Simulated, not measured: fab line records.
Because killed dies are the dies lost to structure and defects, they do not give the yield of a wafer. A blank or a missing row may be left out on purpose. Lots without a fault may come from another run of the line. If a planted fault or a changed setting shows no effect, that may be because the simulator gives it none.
fab line records | flow rit_cmos
record: lots: 13 | wafers: 39 | last_day: 7
route steps=202 shown ACTIVE@12 GATE@76 NLDD@113 M1@202
lots with no fault: from the same line, run without faults
start_h: the number of hours between the record's first day and the start of the first shown wafer of the lot | wait_h: hours from the lot's prior step to this one | " repeats the value in the row above | L1.1+2: several wafers, shown together as one row | - no value, or no start was given | * or withheld: withheld | < > ~ a bound
route shown NAME@n: names a module that has steps shown in the file, with the first one's number in the route | usual: mean/standard deviation taken from wafers without a fault | same: alike in all rows | chamber/n: place in a boat | sites: each site's reading | _std_site: the standard deviation of these | _edge_site: the outer-site mean with the inner-site mean subtracted | radius_mm: for every site, how far away it sits from the centre of the wafer | mask NAME#n: copy n | behind: tool/chamber where the wafer was last shaped | hold: cause of the lot's hold/its duration in hours/its outcome | device: transistor that didn't switch, given as n, p or np | end of line: the route-end tests of the same wafers | step lacking rows: just its recipe | killed: dies lost to structure and defects at the first sort, not the wafer's yield | map: the dies of a wafer, with x for killed, . for not killed, _ for no die there
set.NAME: the run value of the setting; set.NAME@STEP: its run value at that earlier step | model.NAME: the simulator's own value behind a step, which no gauge read
steps of the route over a sample of lots; a table a step, a row a wafer
services: a tool's chamber out of use, with start hour (start_h, from the record's first day; less than 0 if before it), hours out, and reason
== steps ==
step: RIT_ACTIVE_CD_MEAS_11
recipe: target_cd_nm: 1400
usual: cd_nm: 1399.9/2.7
lot.wafer | tool      | chamber | start_h | wait_h | cd_nm
L889.3    | cd_sem-02 | -       | 14.57   | -      | 1399.0
L889.4    | "         | -       | "       | "      | 1400.4
L889.5    | "         | -       | "       | "      | 1397.2
L891.1    | cd_sem-01 | -       | 25.36   | -      | 1401.5
L891.3    | "         | -       | "       | "      | 1403.4
L891.6    | "         | -       | "       | "      | 1403.9
L892.2    | cd_sem-01 | -       | 31.30   | -      | 1404.7
L892.3    | "         | -       | "       | "      | 1404.6
L892.5    | "         | -       | "       | "      | 1402.3
L893.3    | cd_sem-01 | -       | 35.92   | -      | 1402.3
L893.4    | "         | -       | "       | "      | 1403.9
L893.6    | "         | -       | "       | "      | 1404.3
L900.1    | cd_sem-02 | -       | 69.97   | -      | 1403.5
L900.4    | "         | -       | "       | "      | 1401.9
L900.6    | "         | -       | "       | "      | 1404.4
L904.1    | cd_sem-01 | -       | 91.22   | -      | 1396.4
L904.3    | "         | -       | "       | "      | 1395.8
L904.5    | "         | -       | "       | "      | 1398.7
L905.3    | cd_sem-01 | -       | 94.48   | -      | 1396.1
L905.4    | "         | -       | "       | "      | 1400.8
L905.6    | "         | -       | "       | "      | 1398.1
L906.1    | cd_sem-02 | -       | 99.44   | -      | 1398.0
L906.2    | "         | -       | "       | "      | 1398.6
L906.3    | "         | -       | "       | "      | 1397.3
L907.1    | cd_sem-02 | -       | 104.56  | -      | 1399.7
L907.5    | "         | -       | "       | "      | 1400.9
L907.6    | "         | -       | "       | "      | 1398.6
L908.2    | cd_sem-01 | -       | 109.53  | -      | 1399.6
L908.4    | "         | -       | "       | "      | 1402.0
L908.6    | "         | -       | "       | "      | 1398.8
L909.1    | cd_sem-02 | -       | 114.77  | -      | 1396.9
L909.2    | "         | -       | "       | "      | 1396.6
L909.6    | "         | -       | "       | "      | 1393.4
L911.2    | cd_sem-02 | -       | 124.86  | -      | 1398.0
L911.3    | "         | -       | "       | "      | 1400.2
L911.4    | "         | -       | "       | "      | 1401.5
L912.1    | cd_sem-01 | -       | 129.44  | -      | 1400.1
L912.2    | "         | -       | "       | "      | 1399.1
L912.3    | "         | -       | "       | "      | 1399.2
step: RIT_GATE_CLEAN_01
recipe: chemistry: SC1 | mix: 3:3:50 | time_s: 600 | temp_c: 75
usual: run_length_s: 627/3.6
lot.wafer | tool         | chamber | start_h | wait_h | run_length_s
L889.3    | wet_bench-01 | 0       | 37.41   | 0.0    | 627
L889.4    | "            | 0       | "       | "      | 627
L889.5    | "            | 0       | "       | "      | 627
L891.1    | wet_bench-04 | 2       | 42.44   | 0.0    | 624
L891.3    | "            | 2       | "       | "      | 624
L891.6    | "            | 2       | "       | "      | 624
L892.2    | wet_bench-01 | 1       | 49.46   | 0.0    | 627
L892.3    | "            | 1       | "       | "      | 627
L892.5    | "            | 1       | "       | "      | 627
L893.3    | wet_bench-01 | 0       | 52.42   | 0.0    | 727
L893.4    | "            | 0       | "       | "      | 727
L893.6    | "            | 0       | "       | "      | 727
L900.1    | wet_bench-03 | 0       | 88.98   | 0.0    | 624
L900.4    | "            | 0       | "       | "      | 624
L900.6    | "            | 0       | "       | "      | 624
L904.1    | wet_bench-04 | 0       | 108.52  | 0.0    | 633
L904.3    | "            | 0       | "       | "      | 633
L904.5    | "            | 0       | "       | "      | 633
L905.3    | wet_bench-04 | 1       | 112.16  | 0.0    | 632
L905.4    | "            | 1       | "       | "      | 632
L905.6    | "            | 1       | "       | "      | 632
L906.1    | wet_bench-04 | 1       | 116.08  | 0.0    | 625
L906.2    | "            | 1       | "       | "      | 625
L906.3    | "            | 1       | "       | "      | 625
L907.1    | wet_bench-01 | 0       | 122.15  | 0.0    | 627
L907.5    | "            | 0       | "       | "      | 627
L907.6    | "            | 0       | "       | "      | 627
L908.2    | wet_bench-04 | 1       | 127.36  | 0.0    | 625
L908.4    | "            | 1       | "       | "      | 625
L908.6    | "            | 1       | "       | "      | 625
L909.1    | wet_bench-04 | 3       | 132.13  | 0.0    | 632
L909.2    | "            | 3       | "       | "      | 632
L909.6    | "            | 3       | "       | "      | 632
L911.2    | wet_bench-03 | 2       | 142.27  | 0.0    | 624
L911.3    | "            | 2       | "       | "      | 624
L911.4    | "            | 2       | "       | "      | 624
L912.1    | wet_bench-03 | 2       | 146.08  | 0.0    | 631
L912.2    | "            | 2       | "       | "      | 631
L912.3    | "            | 2       | "       | "      | 631
step: RIT_GATE_CD_MEAS_90
recipe: target_cd_nm: 150
usual: cd_nm: 149.7/2.7
lot.wafer | tool      | chamber | start_h | wait_h | cd_nm
L889.3    | cd_sem-02 | -       | 42.61   | 0.1    | 149.5
L889.4    | "         | -       | "       | "      | 149.8
L889.5    | "         | -       | "       | "      | 148.4
L891.1    | cd_sem-02 | -       | 49.41   | 0.1    | 147.8
L891.3    | "         | -       | "       | "      | 147.5
L891.6    | "         | -       | "       | "      | 147.9
L892.2    | cd_sem-02 | -       | 56.12   | 0.1    | 149.3
L892.3    | "         | -       | "       | "      | 151.6
L892.5    | "         | -       | "       | "      | 149.0
L893.3    | cd_sem-02 | -       | 57.76   | 0.1    | 152.7
L893.4    | "         | -       | "       | "      | 154.6
L893.6    | "         | -       | "       | "      | 154.6
L900.1    | cd_sem-02 | -       | 94.33   | 0.1    | 150.4
L900.4    | "         | -       | "       | "      | 149.0
L900.6    | "         | -       | "       | "      | 151.7
L904.1    | cd_sem-02 | -       | 113.63  | 0.1    | 147.7
L904.3    | "         | -       | "       | "      | 145.6
L904.5    | "         | -       | "       | "      | 147.9
L905.3    | cd_sem-01 | -       | 119.10  | 0.1    | 150.9
L905.4    | "         | -       | "       | "      | 150.6
L905.6    | "         | -       | "       | "      | 150.8
L906.1    | cd_sem-01 | -       | 122.44  | 0.1    | 147.5
L906.2    | "         | -       | "       | "      | 146.1
L906.3    | "         | -       | "       | "      | 146.1
L907.1    | cd_sem-01 | -       | 127.30  | 0.1    | 144.9
L907.5    | "         | -       | "       | "      | 144.4
L907.6    | "         | -       | "       | "      | 146.6
L908.2    | cd_sem-02 | -       | 132.48  | 0.1    | 148.2
L908.4    | "         | -       | "       | "      | 146.4
L908.6    | "         | -       | "       | "      | 149.0
L909.1    | cd_sem-01 | -       | 137.22  | 0.1    | 153.4
L909.2    | "         | -       | "       | "      | 153.2
L909.6    | "         | -       | "       | "      | 151.5
L911.2    | cd_sem-01 | -       | 147.25  | 0.1    | 145.0
L911.3    | "         | -       | "       | "      | 146.7
L911.4    | "         | -       | "       | "      | 148.0
L912.1    | cd_sem-01 | -       | 153.03  | 0.1    | 148.9
L912.2    | "         | -       | "       | "      | 148.8
L912.3    | "         | -       | "       | "      | 149.2
step: RIT_NLDD_TW_MEAS_10
usual: NLDD_TW: 2501/26
lot.wafer | tool          | chamber | start_h | wait_h | NLDD_TW
L889.3    | film_metro-01 | -       | 47.12   | 0.1    | 2461
L889.4    | "             | -       | "       | "      | 2462
L889.5    | "             | -       | "       | "      | 2468
L891.1    | film_metro-04 | -       | 54.03   | 0.1    | 2529
L891.3    | "             | -       | "       | "      | 2523
L891.6    | "             | -       | "       | "      | 2522
L892.2    | film_metro-02 | -       | 60.70   | 0.1    | 2521
L892.3    | "             | -       | "       | "      | 2519
L892.5    | "             | -       | "       | "      | 2529
L893.3    | film_metro-04 | -       | 62.65   | 0.1    | 2526
L893.4    | "             | -       | "       | "      | 2513
L893.6    | "             | -       | "       | "      | 2517
L900.1    | film_metro-01 | -       | 99.87   | 0.1    | 2451
L900.4    | "             | -       | "       | "      | 2451
L900.6    | "             | -       | "       | "      | 2468
L904.1    | film_metro-04 | -       | 119.43  | 0.1    | 2515
L904.3    | "             | -       | "       | "      | 2518
L904.5    | "             | -       | "       | "      | 2510
L905.3    | film_metro-01 | -       | 123.67  | 0.1    | 2456
L905.4    | "             | -       | "       | "      | 2470
L905.6    | "             | -       | "       | "      | 2471
L906.1    | film_metro-04 | -       | 127.52  | 0.1    | 2513
L906.2    | "             | -       | "       | "      | 2512
L906.3    | "             | -       | "       | "      | 2510
L907.1    | film_metro-04 | -       | 131.91  | 0.1    | 2515
L907.5    | "             | -       | "       | "      | 2507
L907.6    | "             | -       | "       | "      | 2506
L908.2    | film_metro-04 | -       | 137.40  | 0.1    | 2509
L908.4    | "             | -       | "       | "      | 2511
L908.6    | "             | -       | "       | "      | 2512
L909.1    | film_metro-02 | -       | 142.42  | 0.1    | 2511
L909.2    | "             | -       | "       | "      | 2489
L909.6    | "             | -       | "       | "      | 2504
L911.2    | film_metro-04 | -       | 152.77  | 0.1    | 2521
L911.3    | "             | -       | "       | "      | 2526
L911.4    | "             | -       | "       | "      | 2514
L912.1    | film_metro-04 | -       | 157.63  | 0.1    | 2520
L912.2    | "             | -       | "       | "      | 2516
L912.3    | "             | -       | "       | "      | 2520
step: RIT_M1_PROBE_99
usual: killed_at_M0_to_M3: 0.0/0.14 | killed_at_contacts: 0.1/0.26 | killed_at_front_end: 7/3.2 | killed_dies: 7/3.2 | killed_open: 3.2/2.1 | killed_short: 3.7/2.1
same: gross_dies: 264 | killed_at_M4_up: 0 | killed_at_back_side: 0 | killed_at_other: 0
lot.wafer | tool      | chamber | start_h | wait_h | killed_at_M0_to_M3 | killed_at_contacts | killed_at_front_end | killed_dies | killed_open | killed_short
L889.3    | prober-02 | -       | 62.93   | 0.2    | 0                  | 0                  | 15                  | 15          | 6           | 9
L889.4    | prober-02 | -       | 62.98   | 0.2    | 0                  | 0                  | 12                  | 12          | 8           | 4
L889.5    | prober-02 | -       | 63.03   | 0.2    | 0                  | 0                  | 5                   | 5           | 2           | 3
L891.1    | prober-02 | -       | 69.21   | 0.1    | 0                  | 0                  | 9                   | 9           | 5           | 4
L891.3    | prober-02 | -       | 69.31   | 0.2    | 0                  | 0                  | 2                   | 2           | 0           | 2
L891.6    | prober-02 | -       | 69.46   | 0.2    | 0                  | 0                  | 5                   | 5           | 1           | 4
L892.2    | prober-01 | -       | 75.95   | 0.1    | 0                  | 0                  | 6                   | 6           | 3           | 3
L892.3    | prober-01 | -       | 76.00   | 0.2    | 0                  | 0                  | 7                   | 7           | 4           | 3
L892.5    | prober-01 | -       | 76.10   | 0.2    | 0                  | 0                  | 11                  | 11          | 3           | 8
L893.3    | prober-02 | -       | 77.79   | 0.2    | 0                  | 2                  | 15                  | 17          | 11          | 6
L893.4    | prober-02 | -       | 77.84   | 0.2    | 0                  | 0                  | 8                   | 8           | 4           | 4
L893.6    | prober-02 | -       | 77.94   | 0.2    | 0                  | 0                  | 6                   | 6           | 3           | 3
L900.1    | prober-01 | -       | 115.58  | 0.1    | 0                  | 0                  | 5                   | 5           | 2           | 3
L900.4    | prober-01 | -       | 115.73  | 0.2    | 0                  | 0                  | 7                   | 7           | 3           | 4
L900.6    | prober-01 | -       | 115.83  | 0.2    | 0                  | 0                  | 3                   | 3           | 1           | 2
L904.1    | prober-01 | -       | 134.94  | 0.1    | 0                  | 0                  | 5                   | 5           | 2           | 3
L904.3    | prober-01 | -       | 135.04  | 0.2    | 0                  | 0                  | 7                   | 7           | 5           | 2
L904.5    | prober-01 | -       | 135.14  | 0.2    | 1                  | 0                  | 5                   | 6           | 2           | 4
L905.3    | prober-02 | -       | 138.66  | 0.2    | 0                  | 0                  | 10                  | 10          | 7           | 3
L905.4    | prober-02 | -       | 138.71  | 0.2    | 0                  | 0                  | 4                   | 4           | 2           | 2
L905.6    | prober-02 | -       | 138.81  | 0.2    | 0                  | 0                  | 3                   | 3           | 3           | 0
L906.1    | prober-01 | -       | 142.61  | 0.1    | 0                  | 0                  | 5                   | 5           | 3           | 2
L906.2    | prober-01 | -       | 142.66  | 0.1    | 0                  | 0                  | 7                   | 7           | 3           | 4
L906.3    | prober-01 | -       | 142.71  | 0.2    | 0                  | 0                  | 4                   | 4           | 2           | 2
L907.1    | prober-02 | -       | 148.63  | 0.1    | 0                  | 0                  | 2                   | 2           | 1           | 1
L907.5    | prober-02 | -       | 148.83  | 0.2    | 0                  | 0                  | 4                   | 4           | 2           | 2
L907.6    | prober-02 | -       | 148.88  | 0.2    | 0                  | 0                  | 11                  | 11          | 6           | 5
L908.2    | prober-01 | -       | 153.72  | 0.1    | 0                  | 0                  | 11                  | 11          | 5           | 5
L908.4    | prober-01 | -       | 153.82  | 0.2    | 0                  | 0                  | 16                  | 16          | 8           | 8
L908.6    | prober-01 | -       | 153.92  | 0.2    | 0                  | 0                  | 8                   | 8           | 2           | 5
L909.1    | prober-02 | -       | 157.83  | 0.1    | 0                  | 0                  | 7                   | 7           | 3           | 4
L909.2    | prober-02 | -       | 157.88  | 0.1    | 0                  | 0                  | 2                   | 2           | 0           | 2
L909.6    | prober-02 | -       | 158.08  | 0.2    | 0                  | 0                  | 5                   | 5           | 4           | 1
L911.2    | prober-02 | -       | 167.89  | 0.1    | 0                  | 0                  | 3                   | 3           | 1           | 2
L911.3    | prober-02 | -       | 167.94  | 0.2    | 0                  | 0                  | 14                  | 14          | 3           | 11
L911.4    | prober-02 | -       | 167.99  | 0.2    | 0                  | 0                  | 4                   | 4           | 3           | 1
L912.1    | prober-01 | -       | 172.69  | 0.1    | 0                  | 0                  | 5                   | 5           | 5           | 0
L912.2    | prober-01 | -       | 172.74  | 0.1    | 0                  | 0                  | 7                   | 7           | 3           | 4
L912.3    | prober-01 | -       | 172.79  | 0.2    | 0                  | 0                  | 6                   | 6           | 2           | 4
killed by level:class
L889.3 GATE:geometric_particle:short=3 SPACER:geometric_particle:short=3 FOX1:geometric_particle:open=2 GATE:geometric_particle:open=2 FOX1:geometric_particle:short=1 REOX:geometric_particle:short=1 REOX:geometric_particle:open=1 SILICIDE:geometric_particle:short=1
L889.4 GATE:geometric_particle:short=4 GATE:geometric_particle:open=3 SPACER:geometric_particle:open=3 FOX1:geometric_particle:open=1 SILICIDE:geometric_particle:open=1
L889.5 FOX1:geometric_particle:short=2 SILICIDE:geometric_particle:open=1 REOX:geometric_particle:short=1 SPACER:geometric_particle:open=1
L891.1 GATE:geometric_particle:open=2 SPACER:geometric_particle:short=2 FOX1:geometric_particle:open=1 FOX2:geometric_particle:short=1 FOX2:geometric_particle:open=1 GATE:geometric_particle:short=1 SPACER:geometric_particle:open=1
L891.3 GATE:geometric_particle:short=2
L891.6 GATE:geometric_particle:short=2 FOX1:geometric_particle:short=1 FOX1:geometric_particle:open=1 REOX:geometric_particle:short=1
L892.2 GATE:geometric_particle:open=3 GATE:geometric_particle:short=2 SPACER:geometric_particle:short=1
L892.3 GATE:geometric_particle:short=2 REOX:geometric_particle:open=2 FOX2:geometric_particle:open=1 GATE:geometric_particle:open=1 REOX:geometric_particle:short=1
L892.5 GATE:geometric_particle:short=3 SPACER:geometric_particle:short=3 GATE:geometric_particle:open=2 FOX2:geometric_particle:short=1 REOX:geometric_particle:short=1 REOX:geometric_particle:open=1
L893.3 SPACER:geometric_particle:open=6 FOX1:geometric_particle:short=2 REOX:geometric_particle:short=2 CONTACT:geometric_particle:open=2 FOX1:geometric_particle:open=1 GATE:geometric_particle:open=1 GATE:geometric_particle:short=1 SPACER:geometric_particle:short=1
L893.4 GATE:geometric_particle:open=3 SILICIDE:geometric_particle:short=2 FOX2:geometric_particle:open=1 GATE:geometric_particle:short=1 SPACER:geometric_particle:short=1
L893.6 GATE:geometric_particle:short=1 GATE:geometric_particle:open=1 REOX:geometric_particle:open=1 REOX:geometric_particle:short=1 SPACER:geometric_particle:open=1 SILICIDE:geometric_particle:short=1
L900.1 REOX:geometric_particle:short=2 FOX1:geometric_particle:open=1 FOX2:geometric_particle:short=1 REOX:geometric_particle:open=1
L900.4 FOX2:geometric_particle:short=2 FOX2:geometric_particle:open=1 GATE:geometric_particle:short=1 GATE:geometric_particle:open=1 REOX:geometric_particle:short=1 SILICIDE:geometric_particle:open=1
L900.6 GATE:geometric_particle:short=1 GATE:geometric_particle:open=1 SPACER:geometric_particle:short=1
L904.1 GATE:geometric_particle:short=1 GATE:geometric_particle:open=1 REOX:geometric_particle:short=1 SPACER:geometric_particle:open=1 SPACER:geometric_particle:short=1
L904.3 FOX1:geometric_particle:open=3 FOX1:geometric_particle:short=2 GATE:geometric_particle:open=2
L904.5 FOX1:geometric_particle:short=1 GATE:geometric_particle:short=1 GATE:geometric_particle:open=1 REOX:geometric_particle:open=1 SPACER:geometric_particle:short=1 M1:geometric_particle:short=1
L905.3 GATE:geometric_particle:open=4 REOX:geometric_particle:short=2 REOX:geometric_particle:open=2 GATE:geometric_particle:short=1 SPACER:geometric_particle:open=1
L905.4 FOX1:geometric_particle:short=1 GATE:geometric_particle:open=1 REOX:geometric_particle:short=1 SPACER:geometric_particle:open=1
L905.6 GATE:geometric_particle:open=2 SILICIDE:geometric_particle:open=1
L906.1 FOX1:geometric_particle:open=1 GATE:geometric_particle:open=1 GATE:geometric_particle:short=1 REOX:geometric_particle:short=1 SILICIDE:geometric_particle:open=1
L906.2 GATE:geometric_particle:short=2 REOX:geometric_particle:open=2 REOX:geometric_particle:short=1 SPACER:geometric_particle:short=1 SILICIDE:geometric_particle:open=1
L906.3 SILICIDE:geometric_particle:open=2 REOX:geometric_particle:short=1 SILICIDE:geometric_particle:short=1
L907.1 SILICIDE:geometric_particle:open=1 SILICIDE:geometric_particle:short=1
L907.5 GATE:geometric_particle:open=1 GATE:geometric_particle:short=1 REOX:geometric_particle:short=1 SPACER:geometric_particle:open=1
L907.6 SILICIDE:geometric_particle:short=3 SILICIDE:geometric_particle:open=3 GATE:geometric_particle:open=2 ACTIVE:geometric_particle:short=1 GATE:geometric_particle:short=1 REOX:geometric_particle:open=1
L908.2 GATE:geometric_particle:open=2 GATE:geometric_particle:short=2 FOX1:geometric_particle:short=1 FOX2:geometric_particle:open=1 FOX2:geometric_particle:short=1 REOX:geometric_particle:open=1 SILICIDE:geometric_particle:open=1 SILICIDE:geometric_particle:short=1
L908.4 FOX2:geometric_particle:short=3 FOX2:geometric_particle:open=3 GATE:geometric_particle:short=2 GATE:geometric_particle:open=2 REOX:geometric_particle:short=2 FOX1:geometric_particle:open=1 REOX:geometric_particle:open=1 SPACER:geometric_particle:short=1
L908.6 GATE:geometric_particle:short=2 REOX:geometric_particle:short=2 GATE:geometric_particle:open=1 REOX:geometric_particle:open=1 SPACER:geometric_particle:short=1 PSD:coat_microbubble_printed=1
L909.1 SPACER:geometric_particle:short=3 GATE:geometric_particle:open=2 FOX1:geometric_particle:short=1 SPACER:geometric_particle:open=1
L909.2 REOX:geometric_particle:short=2
L909.6 SPACER:geometric_particle:open=4 FOX1:geometric_particle:short=1
L911.2 GATE:geometric_particle:short=2 GATE:geometric_particle:open=1
L911.3 FOX2:geometric_particle:short=5 FOX1:geometric_particle:open=2 GATE:geometric_particle:short=2 REOX:geometric_particle:short=2 FOX1:geometric_particle:short=1 FOX2:geometric_particle:open=1 SPACER:geometric_particle:short=1
L911.4 REOX:geometric_particle:open=2 SILICIDE:geometric_particle:short=1 SILICIDE:geometric_particle:open=1
L912.1 FOX1:geometric_particle:open=2 GATE:geometric_particle:open=2 REOX:geometric_particle:open=1
L912.2 GATE:geometric_particle:open=2 GATE:geometric_particle:short=2 FOX1:geometric_particle:short=1 SPACER:geometric_particle:short=1 SPACER:geometric_particle:open=1
L912.3 GATE:geometric_particle:short=3 GATE:geometric_particle:open=2 SILICIDE:geometric_particle:short=1
== services ==
tool         | chamber | start_h | hours | kind
wet_bench-03 | -       | 91.39   | 46.5  | pm
wet_bench-04 | -       | 93.48   | 7.8   | repair
wet_bench-04 | -       | 144.35  | 2.3   | repair
== key ==
first_sign: step: RIT_GATE_CLEAN_01 | reading: run_length_s | direction: up | sigmas: 28 | usual: * | struck: *
effect none on later readings
met_at RIT_GATE_CLEAN_01
struck_lots L893
struck_wafers L893.3,L893.4,L893.6
tester_left_out L893
not_acting_at RIT_ACTIVE_CD_MEAS_11,RIT_GATE_CD_MEAS_90,RIT_NLDD_TW_MEAS_10
onset_between 37.41 52.42
fault: kind: process_parameter_drift | tool: wet_bench-01 | chamber: 0 | onset_h: 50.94 | steps: RIT_GATE_CLEAN_01 | channel: time_s | offset: * | shape: step | end_h: 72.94 | acts_in: * | stated: *
tester_left_out: of these lots the tester's yield and bins aren't shown, on N5 and GAA mostly nor the transistor test; their killed dies are dies lost to structure and defects alone, not to doping, threshold or leakage, so they don't give the yield
